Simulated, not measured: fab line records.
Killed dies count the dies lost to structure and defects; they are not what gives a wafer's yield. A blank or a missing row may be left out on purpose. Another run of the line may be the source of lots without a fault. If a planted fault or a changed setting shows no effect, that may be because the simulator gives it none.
Split-lot experiment	flow berkeleyCmos170	route with 331 steps; 5 lots, 23 wafers read

## THE SPLIT ITSELF
At UCB170_WELLDRIVE_OXIDATION_01 (target thk 199 nm, ox time 9000 s), the setting tempC was moved away from the recipe's 1100 C on 10 of the 23 wafers read, by -1.3% to +1.4%. All remaining wafers had this setting at the recipe value.

No step appears in the file between the split and the reading.

## THE READING
WELLDRIVE_OXIDE_THK (nm), taken at UCB170_WELLDRIVE_THK_MEAS_02. On this fab line, fault-free wafers typically give 199 nm with a standard deviation of 3.6 nm.

wafer	tool, chamber at the split	tempC as run, C	against the recipe	WELLDRIVE_OXIDE_THK, nm	against lot-mates on the recipe
L074.2	furnace-01, 0	1100	recipe	197	-
L074.4	furnace-01, 0	1100	recipe	198	-
L074.5	furnace-01, 0	1100	recipe	196	-
L077.1	-, -	1100	recipe	200	-
L077.2	-, -	1100	recipe	199	-
L077.3	-, -	1100	recipe	198	-
L077.5	-, -	1100	recipe	199	-
L077.6	-, -	1100	recipe	202	-
L081.1	-, -	1115	+1.4%	216	no lot-mate on the recipe
L081.2	-, -	1115	+1.4%	218	no lot-mate on the recipe
L081.4	-, -	1115	+1.4%	218	no lot-mate on the recipe
L081.5	-, -	1115	+1.4%	221	no lot-mate on the recipe
L081.6	-, -	1115	+1.4%	218	no lot-mate on the recipe
L084.1	-, -	1086	-1.3%	181	no lot-mate on the recipe
L084.2	-, -	1086	-1.3%	182	no lot-mate on the recipe
L084.4	-, -	1086	-1.3%	180	no lot-mate on the recipe
L084.5	-, -	1086	-1.3%	184	no lot-mate on the recipe
L084.6	-, -	1086	-1.3%	181	no lot-mate on the recipe
L085.1	-, -	1100	recipe	198	-
L085.2	-, -	1100	recipe	200	-
L085.4	-, -	1100	recipe	200	-
L085.5	-, -	1100	recipe	200	-
L085.6	-, -	1100	recipe	197	-

THE FIT
A straight line over all 23 wafers: WELLDRIVE_OXIDE_THK changes by +13.9 nm for each +1% of tempC; r = +0.99; the points scatter about the line by 1.6 nm.
Too few moved wafers have a lot-mate on the recipe to fit a line with each lot's own level taken away.

## THE WHOLE CHAIN: every reading that the file lists as answering this split, in the file's order
step	what it does	reading	change (the file's fit)	r (the file's)
UCB170_WELLDRIVE_OXIDATION_01	target thk 199 nm, ox time 9000 s	SiO2_of_WELLDRIVE_OXIDATION_01.thkNm (the simulator's own value, which no gauge read)	+13.9 nm for each +1% of the setting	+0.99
UCB170_WELLDRIVE_THK_MEAS_02		WELLDRIVE_OXIDE_THK	+13.9 for each +1% of the setting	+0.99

## FILE'S OWN FIT
WELLDRIVE_OXIDE_THK changes by +13.9 nm for each +1% of tempC, r = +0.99.
